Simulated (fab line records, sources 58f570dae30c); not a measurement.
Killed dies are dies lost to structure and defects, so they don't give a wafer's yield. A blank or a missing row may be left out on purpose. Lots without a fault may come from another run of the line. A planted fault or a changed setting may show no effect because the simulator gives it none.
Tool commonality check | flow berkeley_cmos170 | 16 lots, 48 wafers sampled

WHY IT WAS OPENED
At UCB170_GATE_THK_MEAS_05 the reading GATE_POLY_THK is flagged on 4 of 16 lots. Wafers without a fault read 214.5 nm, standard deviation 2.1.
Rule: a lot is flagged when every wafer of it that has a number lies more than 4 standard deviations from that mean, or none has a number. The other lots count as sound.

lot  | measured     | on            | GATE_POLY_THK (nm), wafer by wafer | flag
L540 | day 6 12:11  | film_metro-03 | 211.8 210.4 211.1                  |
L541 | day 6 18:37  | film_metro-01 | 215.4 216.5 215.6                  |
L542 | day 6 18:41  | film_metro-03 | 212.0 212.8 213.1                  |
L543 | day 6 18:41  | film_metro-01 | 215.6 213.4 214.7                  |
L545 | day 7 06:49  | film_metro-03 | 210.5 212.2 212.4                  |
L547 | day 7 18:53  | film_metro-02 | 216.2 215.2 213.5                  |
L550 | day 8 05:04  | film_metro-02 | 216.1 215.0 214.8                  |
L548 | day 8 05:04  | film_metro-03 | 217.0 216.8 216.3                  |
L549 | day 8 13:20  | film_metro-03 | 126.4 126.1 128.3                  | FLAGGED
L552 | day 9 02:58  | film_metro-03 | 126.0 127.4 127.1                  | FLAGGED
L551 | day 9 02:59  | film_metro-02 | 131.3 129.2 131.4                  | FLAGGED
L553 | day 9 03:02  | film_metro-02 | 130.4 129.8 132.3                  | FLAGGED
L557 | day 9 21:42  | film_metro-03 | 212.0 211.2 212.1                  |
L561 | day 10 17:44 | film_metro-03 | 213.7 212.7 215.6                  |
L562 | day 10 17:44 | film_metro-02 | 215.5 215.3 215.6                  |
L560 | day 10 17:45 | film_metro-01 | 217.1 214.4 215.7                  |
The numbers of the flagged lots are 128.8 nm on average: -85.7 nm against the usual, or -41 standard deviations.

WHICH TOOL RAN EACH LOT
The record holds 1 process step before the reading, out of a route of 331 steps. In each cell: the tool, then ch and the chambers that the sampled wafers went through, then the start.
lot  | flag    | UCB170_GATE_CVD_04
L540 |         | lpcvd-02 ch 1, day 6 10:45
L541 |         | lpcvd-02 ch 1, day 6 17:13
L542 |         | lpcvd-02 ch 0, day 6 17:13
L543 |         | lpcvd-02 ch 1, day 6 17:13
L545 |         | lpcvd-02 ch 0, day 7 05:25
L547 |         | lpcvd-02 ch 1, day 7 17:29
L550 |         | lpcvd-01 ch 1, day 8 03:40
L548 |         | lpcvd-01 ch 0, day 8 03:40
L549 | FLAGGED | lpcvd-01 ch 1, day 8 11:55
L552 | FLAGGED | lpcvd-01 ch 0, day 9 01:33
L551 | FLAGGED | lpcvd-01 ch 0, day 9 01:33
L553 | FLAGGED | lpcvd-01 ch 0, day 9 01:33
L557 |         | lpcvd-02 ch 1, day 9 20:18
L561 |         | lpcvd-02 ch 0, day 10 15:38
L562 |         | lpcvd-02 ch 1, day 10 15:38
L560 |         | lpcvd-02 ch 0, day 10 15:38
What these steps do:
- UCB170_GATE_CVD_04: deposits poly-Si from SiH4, time 1440 s, target thk 214 nm.
- UCB170_GATE_THK_MEAS_05

FLAGGED OVER TOTAL, TOOL BY TOOL (the gauges that took the reading come last)
step                    | tool          | lots run | flagged | share of the flagged lots | sound lots run after its first flagged lot
UCB170_GATE_CVD_04      | lpcvd-01      | 6        | 4       | all                       | 0
UCB170_GATE_CVD_04      | lpcvd-02      | 10       | 0       | none                      | -
UCB170_GATE_THK_MEAS_05 | film_metro-01 | 3        | 0       | none                      | -
UCB170_GATE_THK_MEAS_05 | film_metro-02 | 5        | 2       | some                      | 1 (L562)
UCB170_GATE_THK_MEAS_05 | film_metro-03 | 8        | 2       | some                      | 2 (L557,L561)

WHAT THE TABLE ALLOWS
1 row of the table ran every flagged lot: lpcvd-01 at UCB170_GATE_CVD_04.
- lpcvd-01 at UCB170_GATE_CVD_04: 4 of its 6 lots flagged. Its last sound lot is L548 (day 8 03:40), its first flagged lot L549 (day 8 11:55): a fault that began between those two fits. Its own readings lie more than 4 standard deviations out on every wafer of the flagged lots: spike_tc_centre_C, spike_tc_load_C, spike_tc_source_C, susceptor_temp_C.
One tool is left: lpcvd-01 at UCB170_GATE_CVD_04.

WHAT THE SIMULATOR HAD PUT IN
Process parameter drift: lpcvd-01, from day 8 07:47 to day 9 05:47, at UCB170_GATE_CVD_04. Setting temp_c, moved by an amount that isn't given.
Lots struck among those shown: L549, L552, L551, L553. The rule above found the same.
